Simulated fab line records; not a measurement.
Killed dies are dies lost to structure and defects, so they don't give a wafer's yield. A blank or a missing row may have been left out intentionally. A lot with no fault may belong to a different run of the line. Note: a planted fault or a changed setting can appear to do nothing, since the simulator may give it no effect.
A single fault, viewed from 2 desks || flow berkeleyCmos170 || only its own numbers are on each desk; what lay behind them is given at the end

## TOOL OWNER'S DESK, lithoTrack-01
The tool's own readings at UCB170_M1_COAT_04 (resist thk 900 nm): means of the sampled wafers that have a number, for each lot that ran on this tool. Marked OUT: a lot whose mean sits more than 4 standard deviations from the usual mean, which makes it out of limits; the brackets give that distance.
Columns: A = chillPlateTempC at UCB170_M1_COAT_04, usual 23.02 C
{"lot": "L426", "first seen here": "day 8 08:00", "A": 23.02}
{"lot": "L430", "first seen here": "day 8 09:00", "A": 23.15}
{"lot": "L440", "first seen here": "day 11 04:00", "A": 23.09}
{"lot": "L442", "first seen here": "day 12 00:00", "A": 22.93}
This desk's verdict: no lot among the 4 shows anything out of limits.

## AT THE METROLOGY DESK
What the gauges read, lot by lot, whatever tool the lot ran on: means of the sampled wafers that have a number. Marked OUT: a lot whose mean sits more than 4 standard deviations from the usual mean, which makes it out of limits; the brackets give that distance.
Columns: A = cdNm at UCB170_PLDD_CD_MEAS_06, usual 1199.9 nm; B = NLDD_OVL at UCB170_NLDD_OVL_MEAS_07, usual 3 nm; C = cdNm at UCB170_M1_CD_MEAS_09, usual 700.4 nm
{"lot": "L423", "first seen here": "day 6 23:43", "A": 1198.7, "B": 11, "C": 701.6}
{"lot": "L424", "first seen here": "day 6 23:55", "A": 1200.4, "B": 2, "C": 699.4}
{"lot": "L425", "first seen here": "day 7 08:03", "A": 1200.4, "B": 9, "C": 697.4}
{"lot": "L427", "first seen here": "day 7 11:31", "A": 1201.3, "B": 3, "C": 701.3}
{"lot": "L426", "first seen here": "day 7 11:47", "A": 1199.8, "B": -2, "C": 700.2}
{"lot": "L428", "first seen here": "day 7 18:13", "A": 1200.6, "B": 3, "C": 699.6}
{"lot": "L430", "first seen here": "day 7 18:56", "A": 1198.3, "B": 11, "C": 699.6}
{"lot": "L429", "first seen here": "day 7 19:16", "A": 1200.9, "B": 8, "C": 700.7}
{"lot": "L440", "first seen here": "day 10 09:17", "A": 1198.4, "B": -1, "C": "676.1 (-19) OUT"}
{"lot": "L442", "first seen here": "day 11 01:05", "A": 1200.5, "B": -3, "C": "676.8 (-18) OUT"}
{"lot": "L446", "first seen here": "day 11 11:41", "A": 1202.3, "B": 3, "C": 700.8}
Finding of this desk: L440, L442 out of limits; the first was L440 at day 11 05:41, on cdNm at UCB170_M1_CD_MEAS_09. L423, L424, L425, L427, L426, L428, L430, L429, L446 stayed within limits.

## BROUGHT TOGETHER
The metrology desk could have raised an alarm at day 11 05:41, on L440, L442.
The tool owner's desk saw nothing out of limits.
On record at the tool owner's desk: L440, L442, within its limits.
The lots listed all ran UCB170_M1_COAT_04 on lithoTrack-01.

## WHAT THE SIMULATOR HAD PUT IN
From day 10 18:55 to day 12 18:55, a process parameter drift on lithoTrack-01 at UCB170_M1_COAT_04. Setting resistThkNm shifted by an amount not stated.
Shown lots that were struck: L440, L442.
Per desk, hours elapsed from the start of the fault to the first reading out of limits: for the metrology desk, 11.
